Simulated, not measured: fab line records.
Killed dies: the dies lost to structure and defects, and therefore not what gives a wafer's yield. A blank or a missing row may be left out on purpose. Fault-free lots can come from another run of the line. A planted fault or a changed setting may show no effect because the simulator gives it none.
Split-lot study	flow ritCmos	route with 202 steps; 5 lots, 23 wafers read

== SPLIT DETAILS ==
At RIT_M1_SPUTTER_00 (material Al, target thk 400 nm, time 500 s), the setting powerW was moved away from the recipe's 2000 W on 8 of the 23 wafers read, by -8.0% to -6.0%. All remaining wafers had this setting at the recipe value.

== FROM THE SPLIT TO THE READING: what the file shows between them, 1 step ==
- RIT_M1_RS_MEAS_01: measures by four-point-probe

== THE READING ==
M1_AL_THK, in nm, at RIT_M1_THK_MEAS_02 (measures by xrf). A value of 398 nm with a standard deviation of 4.9 nm is what fault-free wafers of this fab line usually give.

wafer	tool, chamber at the split	powerW as run, W	against the recipe	M1_AL_THK, nm	against lot-mates on the recipe
L074.1	pvdSputter-02, -	1869	-6.6%	365	-27
L074.2	pvdSputter-02, -	1869	-6.6%	366	-26
L074.3	pvdSputter-02, -	1869	-6.6%	368	-24
L074.4	pvdSputter-02, -	2000	recipe	393	-
L074.5	pvdSputter-02, -	2000	recipe	391	-
L081.1	pvdSputter-01, -	1841	-8.0%	372	-33
L081.2	pvdSputter-01, -	2000	recipe	406	-
L081.3	pvdSputter-01, -	2000	recipe	405	-
L081.4	pvdSputter-01, -	2000	recipe	404	-
L081.5	pvdSputter-01, -	1841	-8.0%	375	-30
L083.1	pvdSputter-01, -	1879	-6.0%	365	-27
L083.2	pvdSputter-01, -	1879	-6.0%	374	-18
L083.3	pvdSputter-01, -	1879	-6.0%	374	-18
L083.5	pvdSputter-01, -	2000	recipe	389	-
L083.6	pvdSputter-01, -	2000	recipe	395	-
L084.3	pvdSputter-02, -	2000	recipe	391	-
L084.5	pvdSputter-02, -	2000	recipe	393	-
L084.6	pvdSputter-02, -	2000	recipe	394	-
L085.1	pvdSputter-01, -	2000	recipe	399	-
L085.2	pvdSputter-01, -	2000	recipe	398	-
L085.3	pvdSputter-01, -	2000	recipe	393	-
L085.4	pvdSputter-01, -	2000	recipe	392	-
L085.6	pvdSputter-01, -	2000	recipe	393	-

FIT RESULTS
A straight line over all 23 wafers: M1_AL_THK changes by +3.75 nm for each +1% of powerW; r = +0.91; the points scatter about the line by 5.7 nm.
The same after taking each lot's own level away (the mean of its wafers on the recipe; 23 wafers): +3.81 nm for each +1%; r = +0.98; scatter 2.7 nm.
According to that fit, moving powerW by its largest amount changes the reading by 30 nm.
The span of the lots' own levels, 392.0 to 405.0 nm, comes to 2.7 times the standard deviation stated above.
Consequently the slope shifts little with the lot-to-lot level, the two slopes agreeing.
Check: -29.6 nm against its lot-mates is what the line predicts for one of the wafers moved furthest among these (-8.0%) when that wafer is left out of the fit. Against them it came out at -33 nm.

== FURTHER SPLITS ON THESE WAFERS ==
Other splits were also applied to these wafers ahead of the reading. Each is held against what the fit with the lots' levels taken away leaves over:
other split on the same wafers	wafers away from the commonest value	r with M1_AL_THK (lot level and that fit taken away)
RIT_PLDD_IMPLANT_08 energyKev	11	-0.05
RIT_NSD_COAT_01 resistThkNm	4	-0.11
RIT_PSD_COAT_01 resistThkNm	5	+0.12
RIT_PSD_DEVELOP_05 developTimeS	9	+0.04
RIT_SDANNEAL_CLEAN_00 tempC	18	-0.17

== THE WHOLE CHAIN: every reading that the file lists as answering this split, in the file's order ==
step	what it does	reading	change (the file's fit)	r (the file's)
RIT_M1_SPUTTER_00	material Al, target thk 400 nm, time 500 s	Al_of_M1_SPUTTER_00.thkNm (the simulator's own value, which no gauge read)	+4.04 nm for each +1% of the setting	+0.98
RIT_M1_RS_MEAS_01	measures by four-point-probe	M1_AL_RS	-0.000836 for each +1% of the setting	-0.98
RIT_M1_THK_MEAS_02	measures by xrf	M1_AL_THK	+3.87 for each +1% of the setting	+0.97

== THE FILE'S OWN FIT ==
M1_AL_THK changes by +3.87 nm for each +1% of powerW, r = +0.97.
